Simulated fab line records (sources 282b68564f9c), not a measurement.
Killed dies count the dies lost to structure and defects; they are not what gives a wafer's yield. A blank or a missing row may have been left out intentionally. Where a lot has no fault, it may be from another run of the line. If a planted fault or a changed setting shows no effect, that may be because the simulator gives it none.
Which tool was responsible? | flow rit_cmos | 14 lots, 42 wafers sampled, at 2 steps of a route of 202

## WHAT THE GAUGES SHOWED, per wafer
The record holds no reading of a measuring or inspecting step that can be judged against a usual standard deviation.

## WHICH TOOL RAN EACH LOT (tool, then ch and the chambers of the sampled wafers, then the start)
lot  | RIT_M1_METAL_ETCH_12             | RIT_M1_PROBE_99
L259 | rie_metal-03 ch 0, day 3 22:17   | prober-02, day 4 00:35
L260 | rie_metal-02 ch 0,1, day 4 00:43 | prober-01, day 4 03:01
L261 | rie_metal-01 ch 0,1, day 4 01:09 | prober-02, day 4 04:31
L262 | rie_metal-03 ch 0,1, day 4 05:25 | prober-01, day 4 07:41
L263 | rie_metal-02 ch 0,1, day 4 13:23 | prober-02, day 4 15:44
L267 | rie_metal-03 ch 0,1, day 5 10:55 | prober-01, day 5 13:11
L270 | rie_metal-01 ch 1, day 5 23:47   | prober-01, day 6 02:02
L271 | rie_metal-03 ch 0,1, day 6 02:13 | prober-02, day 6 04:38
L273 | rie_metal-01 ch 1, day 6 13:03   | prober-02, day 6 15:18
L274 | rie_metal-03 ch 0,1, day 6 18:26 | prober-01, day 6 20:42
L275 | rie_metal-02 ch 0,1, day 7 00:26 | prober-02, day 7 02:42
L279 | rie_metal-01 ch 0,1, day 7 13:08 | prober-02, day 7 15:26
L280 | rie_metal-02 ch 0,1, day 7 21:51 | prober-01, day 8 00:10
L282 | rie_metal-01 ch 0,1, day 8 07:57 | prober-01, day 8 10:13
- RIT_M1_METAL_ETCH_12: etches Al in Cl2/BCl3, stops on SiO2, time 165 s, target depth 600 nm.
- RIT_M1_PROBE_99

## WHAT THE TOOLS THEMSELVES READ (means of the sampled wafers that have a number; where no wafer has one, the mark that the record gives instead)
RIT_M1_METAL_ETCH_12. Usual: chamber_pressure_mTorr 99.99 mTorr, standard deviation 0.11; drypump_motor_current_A 5.9 A, standard deviation 0.36; oes_product_au 0.781 a.u., standard deviation 0.02; throttle_valve_pct 8.22 %, standard deviation 0.052.
lot  | tool         | chamber_pressure_mTorr (mTorr) | drypump_motor_current_A (A) | oes_product_au (a.u.) | throttle_valve_pct (%) | flag
L259 | rie_metal-03 | 99.90                          | 5.3                         | 0.802                 | 8.14                   |
L260 | rie_metal-02 | 99.94                          | 6.3                         | 0.773                 | 8.26                   |
L261 | rie_metal-01 | 99.94                          | 5.9                         | 0.773                 | 8.26                   |
L262 | rie_metal-03 | 99.98                          | 5.6                         | 0.802                 | 8.16                   |
L263 | rie_metal-02 | 99.91                          | 6.1                         | 0.756                 | 8.25                   |
L267 | rie_metal-03 | 99.98                          | 5.6                         | 0.794                 | 8.16                   |
L270 | rie_metal-01 | 100.07                         | 5.7                         | 0.787                 | 8.28                   |
L271 | rie_metal-03 | 116.71                         | 5.6                         | 0.798                 | 8.15                   | OFF
L273 | rie_metal-01 | 100.00                         | 5.7                         | 0.783                 | 8.29                   |
L274 | rie_metal-03 | 116.66                         | 5.5                         | 0.807                 | 8.15                   | OFF
L275 | rie_metal-02 | 100.01                         | 6.3                         | 0.772                 | 8.25                   |
L279 | rie_metal-01 | 100.04                         | 5.8                         | 0.777                 | 8.27                   |
L280 | rie_metal-02 | 99.96                          | 6.1                         | 0.759                 | 8.24                   |
L282 | rie_metal-01 | 99.96                          | 6.0                         | 0.770                 | 8.23                   |

RIT_M1_PROBE_99. Usual: defect_limited_yield 97.5 %, standard deviation 1.1; killed_at_contacts 0.1, standard deviation 0.23; killed_at_front_end 6.6, standard deviation 2.8; killed_dies 6.6, standard deviation 2.8; killed_on_rim 1.8, standard deviation 1.4; killed_open 3.3, standard deviation 2; killed_short 3.2, standard deviation 1.7; sort_bin_3_pad_short 0.1 %, standard deviation 0.18; sort_bin_5_function 1.4 %, standard deviation 0.84; sort_bin_6_memory 1.0 %, standard deviation 0.64; sort_n_pass 257.4, standard deviation 2.8; sort_yield_pct 97.5 %, standard deviation 1.1.
lot  | tool      | defect_limited_yield (%) | killed_at_contacts | killed_at_front_end | killed_dies | killed_on_rim | killed_open | killed_short | sort_bin_3_pad_short (%) | sort_bin_5_function (%) | sort_bin_6_memory (%) | sort_n_pass | sort_yield_pct (%) | flag
L259 | prober-02 | 98.4                     | 0.0                | 4.3                 | 4.3         | 0.7           | 2.7         | 1.7          | 0.0                      | 0.9                     | 0.8                   | 259.7       | 98.4               |
L260 | prober-01 | 98.2                     | 0.0                | 4.7                 | 4.7         | 1.7           | 2.0         | 2.7          | 0.1                      | 1.0                     | 0.6                   | 259.3       | 98.2               |
L261 | prober-02 | 98.6                     | 0.0                | 3.7                 | 3.7         | 1.0           | 2.0         | 1.7          | 0.0                      | 0.9                     | 0.5                   | 260.3       | 98.6               |
L262 | prober-01 | 98.1                     | 0.3                | 4.7                 | 5.0         | 1.0           | 3.0         | 2.0          | 0.1                      | 1.4                     | 0.4                   | 259.0       | 98.1               |
L263 | prober-02 | 96.7                     | 0.0                | 8.7                 | 8.7         | 2.7           | 4.7         | 4.0          | 0.3                      | 1.5                     | 1.5                   | 255.3       | 96.7               |
L267 | prober-01 | 98.3                     | 0.0                | 4.3                 | 4.3         | 1.0           | 1.3         | 2.7          | 0.1                      | 0.9                     | 0.6                   | 259.7       | 98.3               |
L270 | prober-01 | 97.5                     | 0.0                | 6.7                 | 6.7         | 1.0           | 1.0         | 5.7          | 0.1                      | 1.0                     | 1.4                   | 257.3       | 97.5               |
L271 | prober-02 | 98.1                     | 0.0                | 5.0                 | 5.0         | 0.7           | 2.3         | 2.7          | 0.1                      | 1.2                     | 0.5                   | 259.0       | 98.1               |
L273 | prober-02 | 97.2                     | 0.3                | 7.0                 | 7.3         | 2.3           | 4.3         | 3.0          | 0.0                      | 2.0                     | 0.8                   | 256.7       | 97.2               |
L274 | prober-01 | 98.0                     | 0.0                | 5.3                 | 5.3         | 2.0           | 3.3         | 1.7          | 0.0                      | 1.1                     | 0.9                   | 258.7       | 98.0               |
L275 | prober-02 | 95.7                     | 0.0                | 11.3                | 11.3        | 4.0           | 6.3         | 4.3          | 0.0                      | 2.5                     | 1.8                   | 252.7       | 95.7               |
L279 | prober-02 | 96.4                     | 0.0                | 9.3                 | 9.3         | 0.7           | 6.0         | 3.3          | 0.0                      | 2.2                     | 1.4                   | 254.7       | 96.4               |
L280 | prober-01 | 97.2                     | 0.0                | 7.3                 | 7.3         | 2.7           | 3.7         | 3.7          | 0.0                      | 1.8                     | 1.0                   | 256.7       | 97.2               |
L282 | prober-01 | 99.1                     | 0.0                | 2.3                 | 2.3         | 0.7           | 0.7         | 1.7          | 0.0                      | 0.4                     | 0.5                   | 261.7       | 99.1               |

## THE ANSWER, worked out from the rows above alone
Rule: a lot counts as off when the mean over its wafers that have a number is more than 3 standard deviations away from the usual mean. A lot without any number at a reading at which 4 lots or more have one is off too. Any other lot the step has rows for is counted as sound. Order of review: gauges by route order, followed by the tools' own readings, for which a lot's mean as printed above is used. At the first step where some lot is off, the reading lying furthest off is the one used; lots without a number count as furthest.
Off, at RIT_M1_METAL_ETCH_12 on chamber_pressure_mTorr: L271, L274.
A tool fits if, at that step or a process step before it, it ran every lot that is off, and no sound lot after the first of them. One fits: rie_metal-03 at RIT_M1_METAL_ETCH_12. A fault onset in the window from L267 (day 5 10:55, its last sound lot) to L271 (day 6 02:13, its first lot off) fits.
On the lots that are off, the tool's own readings at RIT_M1_METAL_ETCH_12 differ by more than 5 times the standard deviation of the sound lots' means, which bears it out; chamber_pressure_mTorr reads 116.69 mTorr there versus 99.97 mTorr on the sound lots.

## WHAT WAS PUT IN BY THE SIMULATOR
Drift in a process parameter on rie_metal-03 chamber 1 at RIT_M1_METAL_ETCH_12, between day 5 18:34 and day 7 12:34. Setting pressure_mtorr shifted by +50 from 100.
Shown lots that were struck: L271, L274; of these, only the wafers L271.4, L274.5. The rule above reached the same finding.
